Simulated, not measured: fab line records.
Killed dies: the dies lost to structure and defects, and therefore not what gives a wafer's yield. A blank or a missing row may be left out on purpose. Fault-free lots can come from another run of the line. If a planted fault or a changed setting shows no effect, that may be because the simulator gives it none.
Which of the tools did it? | flow rit cmos | Sampling: 13 lots, 39 wafers, 3 of 202 route steps

WHAT THE GAUGES READ, wafer by wafer
RIT_PSD_OVL_MEAS_06.
lot  | measured    | on         | PSD_OVL (nm)
L781 | day 3 13:11 | overlay-01 | 1.3 -1.6 -1.2
L783 | day 4 00:06 | overlay-02 | - - -
L787 | day 4 17:22 | overlay-01 | 0.4 -0.3 0.2
L789 | day 5 07:44 | overlay-01 | 2.0 1.6 0.6
L792 | day 5 18:05 | overlay-01 | 2.0 1.0 1.7
L793 | day 5 23:19 | overlay-02 | 0.3 -0.1 0.4
L795 | day 6 09:10 | overlay-02 | -1.6 1.9 1.1
L796 | day 6 13:26 | overlay-02 | 2.3 2.2 2.1
L797 | day 6 19:00 | overlay-01 | 4.5 2.0 2.3
L798 | day 7 01:02 | overlay-02 | -1.2 0.8 -0.8
L799 | day 7 04:32 | overlay-02 | 0.3 0.8 2.3
L800 | day 7 11:40 | overlay-02 | 1.9 -0.3 1.2
L802 | day 8 00:38 | overlay-01 | 0.3 -0.3 -0.7

RIT_PSD_TW_MEAS_10.
lot  | measured    | on            | PSD_TW
L781 | day 3 13:43 | film metro-03 | 3433 3431 3427
L783 | day 4 00:37 | film metro-02 | 30 30 30
L787 | day 4 17:53 | film metro-01 | 3466 3484 3478
L789 | day 5 08:14 | film metro-02 | 3478 3473 3453
L792 | day 5 18:36 | film metro-02 | 3445 3452 3468
L793 | day 5 23:54 | film metro-03 | 3458 3442 3418
L795 | day 6 09:41 | film metro-02 | 3459 3480 3470
L796 | day 6 13:57 | film metro-03 | 3416 3430 3432
L797 | day 6 19:31 | film metro-01 | 3450 3439 3446
L798 | day 7 01:32 | film metro-02 | 3439 3430 3415
L799 | day 7 05:03 | film metro-03 | 3462 3473 3459
L800 | day 7 12:11 | film metro-03 | 3461 3441 3462
L802 | day 8 01:09 | film metro-03 | 3434 3426 3418

TOOL THAT RAN EACH LOT (tool first, then ch and the chambers of the sampled wafers, then the start)
lot  | RIT_PSD_EXPOSE_03
L781 | iline stepper-02 ch 0, day 3 12:46
L783 | iline stepper-02 ch 0, day 3 23:42
L787 | iline stepper-02 ch 0, day 4 16:59
L789 | iline stepper-02 ch 0, day 5 07:16
L792 | iline stepper-02 ch 0, day 5 17:43
L793 | iline stepper-02 ch 0, day 5 22:57
L795 | iline stepper-02 ch 0, day 6 08:47
L796 | iline stepper-02 ch 0, day 6 13:02
L797 | iline stepper-01 ch 0, day 6 18:37
L798 | iline stepper-02 ch 0, day 7 00:38
L799 | iline stepper-02 ch 0, day 7 04:10
L800 | iline stepper-01 ch 0, day 7 11:18
L802 | iline stepper-02 ch 0, day 8 00:15
- RIT_PSD_EXPOSE_03: exposes mask M10, target cd 40900 nm.

WHAT THE TOOLS THEMSELVES READ (means of the sampled wafers that have a number; where no wafer has one, the mark that the record gives instead)
The record holds no such reading with a usual standard deviation.

THE ANSWER, worked out from the rows above alone
Rule: the lots themselves supply what counts as usual. The widest of any qualifying gaps counts: lots, ordered by their means at a reading, are off when they make up no more than a third of the lots, leave a main group of 4 or more, and stand apart from it by 3 or more times the standard deviation of that group's means. If all means in a main group match to the digits the tables above print for the reading, that group is not used. A lot without any number at a reading at which 4 lots or more have one is off too. Any other lot the step has rows for is counted as sound. The gauges are gone through in route order, then the tools' own readings, and for those a lot's mean is taken as printed above. The first step at which some lot is off is used, and at that step the reading that is off furthest; a lot without a number counts as furthest.
Off: at RIT_PSD_OVL_MEAS_06 (PSD_OVL), L783. Without a number there: L783. Mean 0.8 nm and standard deviation 1 in the main group.
A tool fits if, at a process step before that reading, it ran every lot that is off, and no sound lot after the first of them. The gauges at RIT_PSD_OVL_MEAS_06 aren't tried: what is off there is off at RIT_PSD_TW_MEAS_10 too, on other tools, and a gauge's error can't cause that. Not one of the candidates tried fits.

WHAT HAD BEEN PUT IN BY THE SIMULATOR
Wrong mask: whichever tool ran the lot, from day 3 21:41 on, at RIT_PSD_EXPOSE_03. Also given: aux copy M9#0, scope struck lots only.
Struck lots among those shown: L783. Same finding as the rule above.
